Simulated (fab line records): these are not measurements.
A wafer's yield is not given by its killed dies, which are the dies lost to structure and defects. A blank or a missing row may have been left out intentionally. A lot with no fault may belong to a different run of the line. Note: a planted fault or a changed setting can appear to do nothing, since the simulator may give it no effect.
Split-lot study / flow berkeley_cmos170 / route with 331 steps; 5 lots, 23 wafers read

## THE SPLIT
At UCB170_NLDD_COAT_01 (resist thk 900 nm), the setting resist_thk_nm was moved away from the recipe's 900 nm on 7 of the 23 wafers read, by -2.4% to +1.9%. The other wafers ran this setting at the recipe's value.

Reading taken at the split's own step.

## THE READING
KrF_of_NLDD_COAT_01.thk_nm (the simulator's own value, which no gauge read), in nm, at UCB170_NLDD_COAT_01 (resist thk 900 nm). The file does not state a usual value for it. Average 900.6 nm, standard deviation 2 nm, over the 16 wafers here run with the recipe.

wafer=L074.1; tool, chamber at the split=litho_track-03, 0; resist_thk_nm as run, nm=900; against the recipe=recipe; KrF_of_NLDD_COAT_01.thk_nm, nm=900; against lot-mates on the recipe=-
wafer=L074.3; tool, chamber at the split=litho_track-03, 0; resist_thk_nm as run, nm=900; against the recipe=recipe; KrF_of_NLDD_COAT_01.thk_nm, nm=900.6; against lot-mates on the recipe=-
wafer=L074.4; tool, chamber at the split=litho_track-03, 0; resist_thk_nm as run, nm=900; against the recipe=recipe; KrF_of_NLDD_COAT_01.thk_nm, nm=901.6; against lot-mates on the recipe=-
wafer=L074.5; tool, chamber at the split=litho_track-03, 0; resist_thk_nm as run, nm=900; against the recipe=recipe; KrF_of_NLDD_COAT_01.thk_nm, nm=903.3; against lot-mates on the recipe=-
wafer=L074.6; tool, chamber at the split=litho_track-03, 0; resist_thk_nm as run, nm=900; against the recipe=recipe; KrF_of_NLDD_COAT_01.thk_nm, nm=899.8; against lot-mates on the recipe=-
wafer=L076.1; tool, chamber at the split=litho_track-01, 0; resist_thk_nm as run, nm=900; against the recipe=recipe; KrF_of_NLDD_COAT_01.thk_nm, nm=895.9; against lot-mates on the recipe=-
wafer=L076.2; tool, chamber at the split=litho_track-01, 0; resist_thk_nm as run, nm=900; against the recipe=recipe; KrF_of_NLDD_COAT_01.thk_nm, nm=900.6; against lot-mates on the recipe=-
wafer=L076.3; tool, chamber at the split=litho_track-01, 0; resist_thk_nm as run, nm=900; against the recipe=recipe; KrF_of_NLDD_COAT_01.thk_nm, nm=896.6; against lot-mates on the recipe=-
wafer=L079.1; tool, chamber at the split=litho_track-03, 0; resist_thk_nm as run, nm=878.3; against the recipe=-2.4%; KrF_of_NLDD_COAT_01.thk_nm, nm=880.8; against lot-mates on the recipe=-20.9
wafer=L079.2; tool, chamber at the split=litho_track-03, 0; resist_thk_nm as run, nm=900; against the recipe=recipe; KrF_of_NLDD_COAT_01.thk_nm, nm=901.5; against lot-mates on the recipe=-
wafer=L079.4; tool, chamber at the split=litho_track-03, 0; resist_thk_nm as run, nm=878.3; against the recipe=-2.4%; KrF_of_NLDD_COAT_01.thk_nm, nm=879.4; against lot-mates on the recipe=-22.3
wafer=L079.5; tool, chamber at the split=litho_track-03, 0; resist_thk_nm as run, nm=900; against the recipe=recipe; KrF_of_NLDD_COAT_01.thk_nm, nm=901.8; against lot-mates on the recipe=-
wafer=L079.6; tool, chamber at the split=litho_track-03, 0; resist_thk_nm as run, nm=900; against the recipe=recipe; KrF_of_NLDD_COAT_01.thk_nm, nm=901.7; against lot-mates on the recipe=-
wafer=L077.1; tool, chamber at the split=litho_track-04, 0; resist_thk_nm as run, nm=885.8; against the recipe=-1.6%; KrF_of_NLDD_COAT_01.thk_nm, nm=887.4; against lot-mates on the recipe=-13.7
wafer=L077.2; tool, chamber at the split=litho_track-04, 0; resist_thk_nm as run, nm=900; against the recipe=recipe; KrF_of_NLDD_COAT_01.thk_nm, nm=903.3; against lot-mates on the recipe=-
wafer=L077.4; tool, chamber at the split=litho_track-04, 0; resist_thk_nm as run, nm=885.8; against the recipe=-1.6%; KrF_of_NLDD_COAT_01.thk_nm, nm=889; against lot-mates on the recipe=-12.1
wafer=L077.5; tool, chamber at the split=litho_track-04, 0; resist_thk_nm as run, nm=885.8; against the recipe=-1.6%; KrF_of_NLDD_COAT_01.thk_nm, nm=888.9; against lot-mates on the recipe=-12.2
wafer=L077.6; tool, chamber at the split=litho_track-04, 0; resist_thk_nm as run, nm=900; against the recipe=recipe; KrF_of_NLDD_COAT_01.thk_nm, nm=898.9; against lot-mates on the recipe=-
wafer=L083.1; tool, chamber at the split=litho_track-04, 0; resist_thk_nm as run, nm=900; against the recipe=recipe; KrF_of_NLDD_COAT_01.thk_nm, nm=901.7; against lot-mates on the recipe=-
wafer=L083.2; tool, chamber at the split=litho_track-04, 0; resist_thk_nm as run, nm=917.5; against the recipe=+1.9%; KrF_of_NLDD_COAT_01.thk_nm, nm=920; against lot-mates on the recipe=+18.8
wafer=L083.3; tool, chamber at the split=litho_track-04, 0; resist_thk_nm as run, nm=917.5; against the recipe=+1.9%; KrF_of_NLDD_COAT_01.thk_nm, nm=920.1; against lot-mates on the recipe=+18.9
wafer=L083.5; tool, chamber at the split=litho_track-04, 0; resist_thk_nm as run, nm=900; against the recipe=recipe; KrF_of_NLDD_COAT_01.thk_nm, nm=901.2; against lot-mates on the recipe=-
wafer=L083.6; tool, chamber at the split=litho_track-04, 0; resist_thk_nm as run, nm=900; against the recipe=recipe; KrF_of_NLDD_COAT_01.thk_nm, nm=900.7; against lot-mates on the recipe=-

THE FIT
A straight line over all 23 wafers: KrF_of_NLDD_COAT_01.thk_nm changes by +8.81 nm for each +1% of resist_thk_nm; r = +0.98; the points scatter about the line by 2 nm.
The same after taking each lot's own level away (the mean of its wafers on the recipe; 23 wafers): +8.97 nm for each +1%; r = +0.99; scatter 1.4 nm.
According to that fit, moving resist_thk_nm by its largest amount changes the reading by 22 nm.
Measured against the standard deviation above, the lots' own levels, which go from 897.70 to 901.67 nm, span 2.0 times it.
The two slopes are in agreement: the lot-to-lot level therefore moves the slope only a little.
Check: -21.4 nm against its lot-mates is what the line predicts for one of the wafers moved furthest among these (-2.4%) when that wafer is left out of the fit. Against them it came out at -20.9 nm.

## FURTHER SPLITS ON THESE WAFERS
Other splits were also applied to these wafers ahead of the reading. Each is held against what the fit with the lots' levels taken away leaves over:
other split on the same wafers=UCB170_PLDD_COAT_01 resist_thk_nm; wafers away from the commonest value=8; r with KrF_of_NLDD_COAT_01.thk_nm (lot level and that fit taken away)=+0.23

## THE WHOLE CHAIN: every reading that the file lists as answering this split, in the file's order
step=UCB170_NLDD_COAT_01; what it does=resist thk 900 nm; reading=KrF_of_NLDD_COAT_01.thk_nm (the simulator's own value, which no gauge read); change (the file's fit)=+8.98 nm for each +1% of the setting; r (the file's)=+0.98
step=UCB170_NLDD_STRIP_10; what it does=strips in O2; reading=strip_time_to_endpoint_s; change (the file's fit)=withheld for each +1% of the setting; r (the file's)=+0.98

## FILE'S OWN FIT
KrF_of_NLDD_COAT_01.thk_nm changes by +8.98 nm for each +1% of resist_thk_nm, r = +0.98.
